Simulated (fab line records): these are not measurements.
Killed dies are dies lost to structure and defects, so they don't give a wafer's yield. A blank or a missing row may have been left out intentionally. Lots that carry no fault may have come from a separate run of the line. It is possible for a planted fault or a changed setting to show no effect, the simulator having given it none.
Matching of chambers | flow berkeleyCmos170 | cmp-02 running UCB170_V2_CMP_02: 4 sister chambers
The step polishes SiO2. 8 wafers are shown with their chamber, then 9 later ones without.

== EACH WAFER AND ITS CHAMBER ==
wafer  | chamber | motorCurrentA (A)
L390.2 | 0       | 17.5
L390.6 | 3       | 16.5
L391.2 | 3       | 16.9
L393.5 | 2       | 16.3
L393.6 | 1       | 17.8
L396.1 | 0       | 18.0
L396.3 | 1       | 17.8
L396.4 | 2       | 15.5

== WAFERS WHOSE CHAMBER IS MISSING ==
wafer  | motorCurrentA (A)
L400.4 | 15.5
L400.5 | 16.2
L400.6 | 16.4
L399.3 | 18.2
L399.4 | 18.3
L399.6 | 16.7
L405.1 | 17.7
L405.3 | 16.6
L405.6 | 17.5

== CHAMBER TAKEN BY EACH ==
wafer  | from the rows above          | in truth
L400.4 | 2                            | 2
L400.5 | can't be placed: 2 or 3      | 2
L400.6 | can't be placed: 3 or 2      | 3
L399.3 | can't be placed: 1 or 0      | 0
L399.4 | can't be placed: 1 or 0      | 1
L399.6 | 3                            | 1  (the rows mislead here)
L405.1 | can't be placed: 0 or 1      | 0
L405.3 | can't be placed: 3 or 2      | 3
L405.6 | can't be placed: 0 or 1 or 3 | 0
Correctly placed: 1 of 9. Can't be placed from these rows: 7 (the true chamber is among the candidates in 7). 1 placed wrongly.
How it was worked out, from the rows above alone: a wafer's distance from a chamber is the root of the sum, over the readings, of the square of ((its reading less the chamber's mean) divided by the reading's scatter). If the next closest chamber is less than 2 further off than the closest, the wafer can't be placed; otherwise it belongs to the closest. A chamber's mean is the mean of its shown wafers. The scatter: take each reading less its chamber's mean, square it, sum over the shown wafers, divide by the number of wafers less the number of chambers, and take the root.
